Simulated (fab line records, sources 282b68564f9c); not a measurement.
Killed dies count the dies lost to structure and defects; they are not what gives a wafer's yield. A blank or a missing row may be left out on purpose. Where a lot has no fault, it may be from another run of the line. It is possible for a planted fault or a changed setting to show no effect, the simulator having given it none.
Struck lot and sound lot, side by side | flow rit-cmos | 14 steps out of a route of 202
Sound: these wafers, L179.2, L179.4, L179.5. Struck: wafers L184.1, L184.3, L184.6. The cause is named last.
At each step with rows: each side's tool, then ch and its chambers, then its first start. Under that, the readings that differ: sound wafers | struck wafers | difference of the means | sigmas: that difference in standard deviations of wafers without a fault.
alike: readings whose means differ by less than 2 such deviations, and words and numbers that are the same on both sides. not compared: withheld readings, readings that some wafer has no value for, bounds like >300 that may hide the same value, and numbers for which the record gives no deviation and whose values overlap.
A row with sigmas, a row that says differs or no value, or rows on one side alone: a step with any of these is where the two part. Numbers that don't overlap but have no deviation are shown without sigmas and don't part them. A reading missing from all wafers of one side parts the sides only when that side holds two or more wafers.

first, 2 steps without rows for these wafers: RIT_FOX2_CLEAN_02 (cleans in dHF, time 180 s); RIT_FOX2_WET_ETCH_03 (etches Si3N4 in H3PO4, target depth 195 nm, time 2700 s).
RIT_FOX2_THK_MEAS_90:
  struck on film-metro-01, day 3 01:49; sound on film-metro-01, day 2 00:20
  alike: FIELD_OXIDE_LEFT_1_THK
then, 6 steps without rows for these wafers: RIT_NWELL_HMDS_00 (prime time 60 s); RIT_NWELL_COAT_01 (resist thk 1300 nm); RIT_NWELL_SOFTBAKE_02 (time 60 s); RIT_NWELL_EXPOSE_03 (exposes mask M2, target cd 43900 nm); RIT_NWELL_PEB_04; RIT_NWELL_DEVELOP_05 (develop time 68 s).
RIT_NWELL_OVL_MEAS_06:
  struck on overlay-01, day 3 02:53; sound on overlay-02, day 2 01:23
  alike: NWELL_OVL
then, 2 steps without rows for these wafers: RIT_NWELL_HARDBAKE_07 (time 120 s); RIT_NWELL_IMPLANT_08.
RIT_NWELL_STRIP_09: strips in O2, time 180 s.
  sound on plasma-asher-04 ch 0, day 2 01:58; struck on plasma-asher-03 ch 0, day 3 03:19
  reading                                    | sound             | struck            | difference | sigmas
  run-length-s (s)                           | 207.6 207.6 208.1 | 72.0 72.2 72.5    | -135.5     | -99 or more
  model.NOVOLAK_of_NWELL_COAT_01.thk-nm (nm) | 0 0 0             | 334.6 337.3 334.1 | +335.3     |
  alike: drypump-motor-current-A
  not compared: rf-hours-counter-h
RIT_NWELL_TW_MEAS_10:
  struck on film-metro-03, day 3 03:29; sound on film-metro-04, day 2 02:09
  alike: NWELL_TW

## WHERE THEY PART
RIT_NWELL_STRIP_09 only, going by this record. Later steps at which nothing parts them and some readings are alike: RIT_NWELL_TW_MEAS_10.

WHY: the cause the simulator had injected
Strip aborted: plasma-asher-03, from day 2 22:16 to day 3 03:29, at RIT_NWELL_STRIP_09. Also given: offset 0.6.
